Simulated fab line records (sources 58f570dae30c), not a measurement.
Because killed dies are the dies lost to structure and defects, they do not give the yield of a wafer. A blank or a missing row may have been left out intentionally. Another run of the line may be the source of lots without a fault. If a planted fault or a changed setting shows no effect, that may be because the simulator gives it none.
Which tool was responsible? / flow berkeleyCmos170 / 14 lots with 42 wafers sampled at 2 steps, on a route of 331 steps

WHAT EACH GAUGE READ, for each wafer
UCB170_SPACER_THK_MEAS_01. Usual: SPACER_TEOS_THK typically reads 375 nm, with standard deviation 5.3.
lot=L684; measured=day 6 22:23; on=filmMetro-02; SPACER_TEOS_THK (nm)=372 369 375; flag=
lot=L686; measured=day 6 22:57; on=filmMetro-01; SPACER_TEOS_THK (nm)=367 379 375; flag=
lot=L685; measured=day 6 23:14; on=filmMetro-03; SPACER_TEOS_THK (nm)=375 369 379; flag=
lot=L688; measured=day 7 21:39; on=filmMetro-03; SPACER_TEOS_THK (nm)=367 372 377; flag=
lot=L691; measured=day 7 22:14; on=filmMetro-02; SPACER_TEOS_THK (nm)=373 378 379; flag=
lot=L690; measured=day 7 22:38; on=filmMetro-01; SPACER_TEOS_THK (nm)=368 373 371; flag=
lot=L697; measured=day 8 19:52; on=filmMetro-01; SPACER_TEOS_THK (nm)=370 380 386; flag=
lot=L694; measured=day 8 21:12; on=filmMetro-02; SPACER_TEOS_THK (nm)=378 367 380; flag=
lot=L693; measured=day 8 21:14; on=filmMetro-01; SPACER_TEOS_THK (nm)=374 376 375; flag=
lot=L695; measured=day 8 23:51; on=filmMetro-02; SPACER_TEOS_THK (nm)=373 384 370; flag=
lot=L698; measured=day 9 07:41; on=filmMetro-02; SPACER_TEOS_THK (nm)=368 379 374; flag=
lot=L699; measured=day 9 11:57; on=filmMetro-03; SPACER_TEOS_THK (nm)=372 364 377; flag=
lot=L702; measured=day 9 23:21; on=filmMetro-01; SPACER_TEOS_THK (nm)=372 375 370; flag=
lot=L704; measured=day 10 10:02; on=filmMetro-02; SPACER_TEOS_THK (nm)=372 370 376; flag=

UCB170_PSD_TW_MEAS_10. Usual: PSD_TW typically reads 2331, with standard deviation 20.
lot=L684; measured=day 7 05:43; on=filmMetro-01; PSD_TW=2359 2358 2359; flag=
lot=L686; measured=day 7 05:50; on=filmMetro-04; PSD_TW=2316 2317 2310; flag=
lot=L685; measured=day 7 05:59; on=filmMetro-02; PSD_TW=2309 2307 2323; flag=
lot=L688; measured=day 8 05:05; on=filmMetro-01; PSD_TW=2355 2369 2368; flag=
lot=L691; measured=day 8 04:42; on=filmMetro-02; PSD_TW=2333 2331 2327; flag=
lot=L690; measured=day 8 04:26; on=filmMetro-02; PSD_TW=2331 2322 2322; flag=
lot=L697; measured=day 9 00:22; on=filmMetro-01; PSD_TW=2341 2357 2358; flag=
lot=L694; measured=day 9 00:36; on=filmMetro-04; PSD_TW=2351 2348 2331; flag=
lot=L693; measured=day 9 01:22; on=filmMetro-02; PSD_TW=2300 2308 2308; flag=
lot=L695; measured=day 9 05:19; on=filmMetro-04; PSD_TW=2329 2325 2337; flag=
lot=L698; measured=day 9 12:14; on=filmMetro-04; PSD_TW=2334 2329 2329; flag=
lot=L699; measured=day 9 17:41; on=filmMetro-01; PSD_TW=2346 2343 2343; flag=
lot=L702; measured=day 10 06:17; on=filmMetro-02; PSD_TW=2306 2300 2304; flag=
lot=L704; measured=day 10 15:49; on=filmMetro-02; PSD_TW=2322 2317 2312; flag=

EACH LOT AND THE TOOL THAT RAN IT (in order: tool; ch and the chambers of the sampled wafers; start)
There is no process step in the record ahead of these readings.

WHAT THE TOOLS THEMSELVES READ (means of the sampled wafers that have a number; where no wafer has one, the mark that the record gives instead)
The record holds no such reading with a usual standard deviation.

THE ANSWER, worked out from the rows above alone
Rule: take the mean of a lot's wafers that have a number; if it is more than 3 standard deviations from the usual mean, the lot is off. A lot without any number at a reading at which 4 lots or more have one is off too. The other lots that the step has rows for count as sound. First the gauges in route order, then the tools' own readings, where a lot's mean is used as printed above. At the first step where some lot is off, the reading lying furthest off is the one used; lots without a number count as furthest.
No lot is off at any reading shown: from this, nothing can be told.

WHAT HAD BEEN PUT IN BY THE SIMULATOR
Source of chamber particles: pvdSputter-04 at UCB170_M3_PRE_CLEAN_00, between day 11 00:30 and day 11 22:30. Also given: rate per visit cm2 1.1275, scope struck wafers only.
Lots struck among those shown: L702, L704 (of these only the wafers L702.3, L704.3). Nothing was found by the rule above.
